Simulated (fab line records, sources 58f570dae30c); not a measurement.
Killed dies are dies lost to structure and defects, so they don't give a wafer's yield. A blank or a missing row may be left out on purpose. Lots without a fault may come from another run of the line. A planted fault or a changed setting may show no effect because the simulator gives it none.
Split-lot experiment | flow berkeley_cmos170 | 5 lots, 23 wafers read, on a route of 331 steps

THE SPLIT
At UCB170_PWELL_IMPLANT_15, the setting energy_kev was moved away from the recipe's 60 on 8 of the 23 wafers read, by -1.8% to +5.2%. The other wafers ran this setting at the recipe's value.

The reading is taken at the split's own step.

THE READING
implant.drp_nm (the simulator's own value, which no gauge read), in nm, at UCB170_PWELL_IMPLANT_15. The file gives no usual value for it.

wafer  | tool, chamber at the split | energy_kev as run | against the recipe | implant.drp_nm, nm | against lot-mates on the recipe
L074.2 | implanter-01, 0            | 58.91             | -1.8%              | 64.07              | -0.63
L074.6 | implanter-01, 0            | 58.91             | -1.8%              | 64.07              | -0.63
L074.3 | implanter-01, 0            | 60                | recipe             | 64.7               | -
L074.4 | implanter-01, 0            | 60                | recipe             | 64.7               | -
L074.5 | implanter-01, 0            | 60                | recipe             | 64.7               | -
L075.2 | implanter-03, 0            | 62.52             | +4.2%              | 66.11              | +1.41
L075.3 | implanter-03, 0            | 62.52             | +4.2%              | 66.11              | +1.41
L075.6 | implanter-03, 0            | 62.52             | +4.2%              | 66.11              | +1.41
L075.4 | implanter-03, 0            | 60                | recipe             | 64.7               | -
L075.5 | implanter-03, 0            | 60                | recipe             | 64.7               | -
L077.3 | implanter-01, 0            | 60                | recipe             | 64.7               | -
L077.4 | implanter-01, 0            | 60                | recipe             | 64.7               | -
L077.5 | implanter-01, 0            | 60                | recipe             | 64.7               | -
L080.1 | implanter-03, 0            | 63.15             | +5.2%              | 66.46              | +1.76
L080.2 | implanter-03, 0            | 63.15             | +5.2%              | 66.46              | +1.76
L080.4 | implanter-03, 0            | 63.15             | +5.2%              | 66.46              | +1.76
L080.3 | implanter-03, 0            | 60                | recipe             | 64.7               | -
L080.5 | implanter-03, 0            | 60                | recipe             | 64.7               | -
L082.1 | implanter-03, 0            | 60                | recipe             | 64.7               | -
L082.2 | implanter-03, 0            | 60                | recipe             | 64.7               | -
L082.3 | implanter-03, 0            | 60                | recipe             | 64.7               | -
L082.5 | implanter-03, 0            | 60                | recipe             | 64.7               | -
L082.6 | implanter-03, 0            | 60                | recipe             | 64.7               | -

THE FIT
A straight line over all 23 wafers: implant.drp_nm changes by +0.336 nm for each +1% of energy_kev; r = +1.00; the points scatter about the line by 0.0056 nm.
The same after taking each lot's own level away (the mean of its wafers on the recipe; 23 wafers): +0.336 nm for each +1%; r = +1.00; scatter 0.0056 nm.
On that fit, the largest move of energy_kev shifts the reading by 1.8 nm.
The lots' own levels span 64.700 to 64.700 nm.
So the lot-to-lot level changes the slope little: the two slopes agree.
Check: with one of the wafers moved furthest among these (+5.2%) left out of the fit, the line predicts +1.76 nm for it against its lot-mates. It came out at +1.76 nm against them.

OTHER SPLITS ON THESE WAFERS
These wafers also went through other splits before the reading. Each is held against what the fit with the lots' levels taken away leaves over:
other split on the same wafers      | wafers away from the commonest value | r with implant.drp_nm (lot level and that fit taken away)
UCB170_START_OXIDATION_02 ox_time_s | 10                                   | -0.30
UCB170_ZERO_COAT_01 spin_rpm        | 8                                    | -0.20
UCB170_NWELL_CVD_04 time_s          | 10                                   | +0.42

THE WHOLE CHAIN: every reading that the file lists as answering this split, in the file's order
step                    | what it does | reading                                                         | change (the file's fit)               | r (the file's)
UCB170_PWELL_IMPLANT_15 |              | implant.rp_nm (the simulator's own value, which no gauge read)  | +2.35 nm for each +1% of the setting  | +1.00
UCB170_PWELL_IMPLANT_15 |              | implant.drp_nm (the simulator's own value, which no gauge read) | +0.336 nm for each +1% of the setting | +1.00

THE FILE'S OWN FIT
implant.drp_nm changes by +0.336 nm for each +1% of energy_kev, r = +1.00.
